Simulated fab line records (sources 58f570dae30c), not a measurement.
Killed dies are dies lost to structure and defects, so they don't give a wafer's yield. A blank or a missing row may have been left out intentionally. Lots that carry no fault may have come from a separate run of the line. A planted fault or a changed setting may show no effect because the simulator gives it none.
Which tool was responsible? | flow berkeleyCmos170 | 14 lots with 42 wafers sampled at 4 steps, on a route of 331 steps

WHAT THE GAUGES SHOWED, per wafer
UCB170_ACTIVE_THK_MEAS_03. Usual: for ACTIVE_OXIDE_THK the level is 26.3 nm and the standard deviation is 0.53.
lot  | measured    | on           | ACTIVE_OXIDE_THK (nm) | flag
L924 | day 4 05:27 | filmMetro-02 | 26.8 26.6 26.7        | 
L925 | day 4 05:28 | filmMetro-01 | 26.7 27.0 27.2        | 
L926 | day 4 18:08 | filmMetro-02 | 26.7 26.1 26.6        | 
L931 | day 5 12:04 | filmMetro-04 | 26.1 25.5 26.8        | 
L930 | day 5 17:42 | filmMetro-01 | 26.5 26.6 26.5        | 
L936 | day 6 07:01 | filmMetro-02 | 26.2 25.7 25.6        | 
L937 | day 6 21:05 | filmMetro-01 | 26.7 27.0 26.4        | 
L939 | day 7 08:52 | filmMetro-01 | 26.6 26.5 26.4        | 
L942 | day 7 22:46 | filmMetro-01 | 26.0 25.9 26.1        | 
L943 | day 8 14:14 | filmMetro-04 | 25.9 26.2 25.6        | 
L944 | day 9 00:10 | filmMetro-01 | 26.8 27.1 27.0        | 
L947 | day 9 10:25 | filmMetro-02 | 25.8 25.3 25.9        | 
L945 | day 9 10:26 | filmMetro-01 | 24.8 25.1 25.0        | 
L946 | day 9 10:26 | filmMetro-04 | 26.4 26.1 26.6        | 

UCB170_PVT_TW_MEAS_09. Usual: for PVT_TW the level is 508 and the standard deviation is 4.1.
lot  | measured     | on           | PVT_TW                  | flag
L924 | day 6 01:12  | filmMetro-03 | 503 504 502             | 
L925 | day 6 02:04  | filmMetro-01 | 506 509 510             | 
L926 | day 6 18:16  | filmMetro-03 | 502 502 504             | 
L931 | day 7 13:38  | filmMetro-01 | 508 508 511             | 
L930 | day 7 21:50  | filmMetro-03 | 563 566 565 566 567 563 | OFF
L936 | day 8 10:30  | filmMetro-04 | 570 573 575 573 576 570 | OFF
L937 | day 9 12:35  | filmMetro-04 | 514 514 513             | 
L939 | day 10 01:01 | filmMetro-04 | 511 514 513             | 
L942 | day 10 05:01 | filmMetro-04 | 512 512 512             | 
L943 | day 11 02:43 | filmMetro-04 | 511 510 515             | 
L944 | day 11 06:46 | filmMetro-04 | 514 512 511             | 
L947 | day 11 14:32 | filmMetro-01 | 506 510 507             | 
L945 | day 11 15:05 | filmMetro-04 | 512 513 507             | 
L946 | day 11 14:51 | filmMetro-03 | 502 505 506             | 

WHAT TOOL EACH LOT RAN ON (gives the tool, then ch and the chambers of the sampled wafers, and finally the start)
lot  | UCB170_NVT_STRIP_08                 | UCB170_PVT_IMPLANT_07
L924 | plasmaAsher-03 ch 0,1, day 5 21:55  | implanter-04 ch 0, day 6 00:57
L925 | plasmaAsher-04 ch 0,1, day 5 21:56  | implanter-04 ch 0, day 6 01:50
L926 | plasmaAsher-02 ch 0,1, day 6 15:17  | implanter-01 ch 0, day 6 18:01
L931 | plasmaAsher-04 ch 0,1, day 7 11:48  | implanter-04 ch 0, day 7 13:26
L930 | plasmaAsher-03 ch 0,1, day 7 19:33  | implanter-01 ch 0, day 7 21:37
L936 | plasmaAsher-04 ch 0,1, day 8 08:29  | implanter-01 ch 0, day 8 10:15
L937 | plasmaAsher-03 ch 0,1, day 9 10:41  | implanter-04 ch 0, day 9 12:19
L939 | plasmaAsher-04 ch 0,1, day 9 22:04  | implanter-03 ch 0, day 10 00:46
L942 | plasmaAsher-02 ch 0,1, day 10 03:20 | implanter-03 ch 0, day 10 04:42
L943 | plasmaAsher-02 ch 0,1, day 11 00:13 | implanter-01 ch 0, day 11 02:29
L944 | plasmaAsher-03 ch 0,1, day 11 04:05 | implanter-01 ch 0, day 11 06:32
L947 | plasmaAsher-04 ch 0,1, day 11 11:46 | implanter-04 ch 0, day 11 14:17
L945 | plasmaAsher-03 ch 0,1, day 11 12:43 | implanter-03 ch 0, day 11 14:51
L946 | plasmaAsher-04 ch 0,1, day 11 12:31 | implanter-04 ch 0, day 11 14:37
- UCB170_NVT_STRIP_08: strips in O2.
- UCB170_PVT_IMPLANT_07

WHAT THE TOOLS THEMSELVES READ (means of the sampled wafers that have a number; where no wafer has one, the mark that the record gives instead)
UCB170_NVT_STRIP_08. Usual: drypumpMotorCurrentA 5.8 A, standard deviation 0.74; oesProductAu 0.735 a.u., standard deviation 0.0045; stripTimeToEndpointS 21.69 s, standard deviation 0.063.
lot  | tool           | drypumpMotorCurrentA (A) | oesProductAu (a.u.) | stripTimeToEndpointS (s) | flag
L924 | plasmaAsher-03 | 5.3                      | 0.735               | 21.66                    | 
L925 | plasmaAsher-04 | 6.1                      | 0.731               | 21.78                    | 
L926 | plasmaAsher-02 | 5.9                      | 0.736               | 21.64                    | 
L931 | plasmaAsher-04 | 6.1                      | 0.736               | 21.73                    | 
L930 | plasmaAsher-03 | 5.3                      | 0.738               | 21.67                    | 
L936 | plasmaAsher-04 | 6.1                      | 0.737               | 21.73                    | 
L937 | plasmaAsher-03 | 5.8                      | 0.738               | 21.63                    | 
L939 | plasmaAsher-04 | 5.5                      | 0.733               | 21.66                    | 
L942 | plasmaAsher-02 | 6.2                      | 0.733               | 21.65                    | 
L943 | plasmaAsher-02 | 6.2                      | 0.736               | 21.69                    | 
L944 | plasmaAsher-03 | 5.8                      | 0.733               | 21.64                    | 
L947 | plasmaAsher-04 | 5.5                      | 0.733               | 21.67                    | 
L945 | plasmaAsher-03 | 5.3                      | 0.735               | 21.63                    | 
L946 | plasmaAsher-04 | 6.1                      | 0.734               | 21.79                    | 

UCB170_PVT_IMPLANT_07. Usual: doseIonsCm2 1.9996e+12, standard deviation 2e+09; faradayCurrentUA 6.34, standard deviation 0.11.
lot  | tool         | doseIonsCm2 | faradayCurrentUA | flag
L924 | implanter-04 | 1.9993e+12  | 6.37             | 
L925 | implanter-04 | 2.0013e+12  | 6.26             | 
L926 | implanter-01 | 1.9991e+12  | 6.32             | 
L931 | implanter-04 | 1.9998e+12  | 6.28             | 
L930 | implanter-01 | 2.8762e+12  | 9.07             | OFF
L936 | implanter-01 | 2.8747e+12  | 9.14             | OFF
L937 | implanter-04 | 2.0006e+12  | 6.29             | 
L939 | implanter-03 | 1.9987e+12  | 6.33             | 
L942 | implanter-03 | 1.9998e+12  | 6.42             | 
L943 | implanter-01 | 2.0011e+12  | 6.28             | 
L944 | implanter-01 | 1.9982e+12  | 6.26             | 
L947 | implanter-04 | 2.0024e+12  | 6.44             | 
L945 | implanter-03 | 1.9997e+12  | 6.35             | 
L946 | implanter-04 | 1.9997e+12  | 6.28             | 

THE ANSWER, worked out from the rows above alone
Rule: lot off if the mean of its wafers having a number is beyond 3 standard deviations from the usual mean. Also off: a lot with no number at a reading for which 4 or more lots have one. The other lots that the step has rows for count as sound. The gauges are gone through in route order, then the tools' own readings, and for those a lot's mean is taken as printed above. The first step at which some lot is off is used, and at that step the reading that is off furthest; a lot without a number counts as furthest.
Off: at UCB170_PVT_TW_MEAS_09 (PVT_TW), L930, L936.
If a tool, at a process step before that reading, ran all the lots that are off and no sound lot after the first of them, it fits. The gauges at UCB170_PVT_TW_MEAS_09 aren't tried: what is off there is off at UCB170_PVT_IMPLANT_07 too, on other tools, and a gauge's error can't cause that. None of those tried fits.

WHAT WAS PUT IN BY THE SIMULATOR
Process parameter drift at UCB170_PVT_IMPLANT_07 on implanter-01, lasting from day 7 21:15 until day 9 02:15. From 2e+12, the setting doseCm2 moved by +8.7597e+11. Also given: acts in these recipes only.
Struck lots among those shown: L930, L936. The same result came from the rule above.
